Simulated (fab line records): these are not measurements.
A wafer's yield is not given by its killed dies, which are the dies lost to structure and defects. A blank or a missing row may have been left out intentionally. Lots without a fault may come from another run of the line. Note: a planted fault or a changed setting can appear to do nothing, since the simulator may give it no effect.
A struck lot beside a sound one :: flow rit cmos :: 15 steps out of a route of 202
Sound: these wafers, L939.2, L939.4, L939.5. The struck wafers were L953.2, L953.4, L953.5. The cause is given at the end.
At each step with rows: each side's tool, then ch and its chambers, then its first start. Under that, the readings that differ: sound wafers :: struck wafers :: difference of the means :: sigmas: that difference in standard deviations of wafers without a fault.
alike: readings with means less than 2 such deviations apart, plus words and numbers identical on both sides. not compared: withheld readings, readings lacking a value on some wafer, bounds such as >300 that could conceal the same value, and numbers that have no deviation in the record and whose values overlap.
A row with sigmas, a row that says differs or no value, or rows on one side alone: a step with any of these is where the two part. Numbers that don't overlap but have no deviation are shown without sigmas and don't part them. Lack of a reading on every wafer of one side parts them only where that side has two or more wafers.

first, 4 steps without rows for these wafers: RIT_GATE_CLEAN_01 (cleans in SC1, time 600 s); RIT_GATE_CLEAN_02 (cleans in dHF, time 30 s); RIT_GATE_CLEAN_03 (cleans in SC2, time 600 s); RIT_GATE_CLEAN_04 (cleans in dHF, time 60 s).
RIT_FOX2_THK_MEAS_91:
  sound: film metro-04 at day 2 08:38; struck: film metro-02 at day 5 06:44
  alike: FIELD_OXIDE_LEFT_2_THK
then, 2 steps without rows for these wafers: RIT_GATE_OXIDATION_05 (target thk 3 nm, ox time 270 s); RIT_GATE_ANNEAL_06 (time 600 s).
RIT_GATE_THK_MEAS_07:
  sound: film metro-04 at day 2 10:02; struck: film metro-02 at day 5 10:23
  alike: GATE_OXIDE_THK
then, 1 step without rows for these wafers: RIT_GATE_CVD_08 (deposits poly-Si from SiH4, target thk 250 nm, time 2220 s).
RIT_GATE_THK_MEAS_09:
  sound: film metro-01 at day 2 11:42; struck: film metro-01 at day 5 12:04
  alike: GATE_POLY_THK
then, 2 steps without rows for these wafers: RIT_GATE_HMDS_10 (prime time 60 s); RIT_GATE_COAT_11 (resist thk 850 nm).
RIT_GATE_SOFTBAKE_12: time 60 s.
  sound on litho track-04 ch 0, day 2 12:05; struck on litho track-04 ch 0, day 5 12:27
reading: heater power total W (W)
sound: 34.52 34.59 34.56
struck: 36.91 36.83 36.90
difference: +2.32
sigmas: +47

reading: run length s (s)
sound: 89.33 89.18 89.23
struck: 76.97 76.84 77.00
difference: -12.31
sigmas: -72
then, 1 step without rows for these wafers: RIT_GATE_EXPOSE_13 (exposes mask M6, target cd 150 nm).
RIT_M1_PROBE_99:
  sound: prober-02 at day 3 09:00; struck: prober-01 at day 6 09:23
  alike: killed at contacts, killed at front end, killed dies, killed open, killed short

== WHERE THEY PART ==
At RIT_GATE_SOFTBAKE_12 and nowhere else, as far as this record goes. Later steps at which nothing parts them and some readings are alike: RIT_M1_PROBE_99.

WHY: what the simulator had put in
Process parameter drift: litho track-04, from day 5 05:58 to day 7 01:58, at RIT_GATE_SOFTBAKE_12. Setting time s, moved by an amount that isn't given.
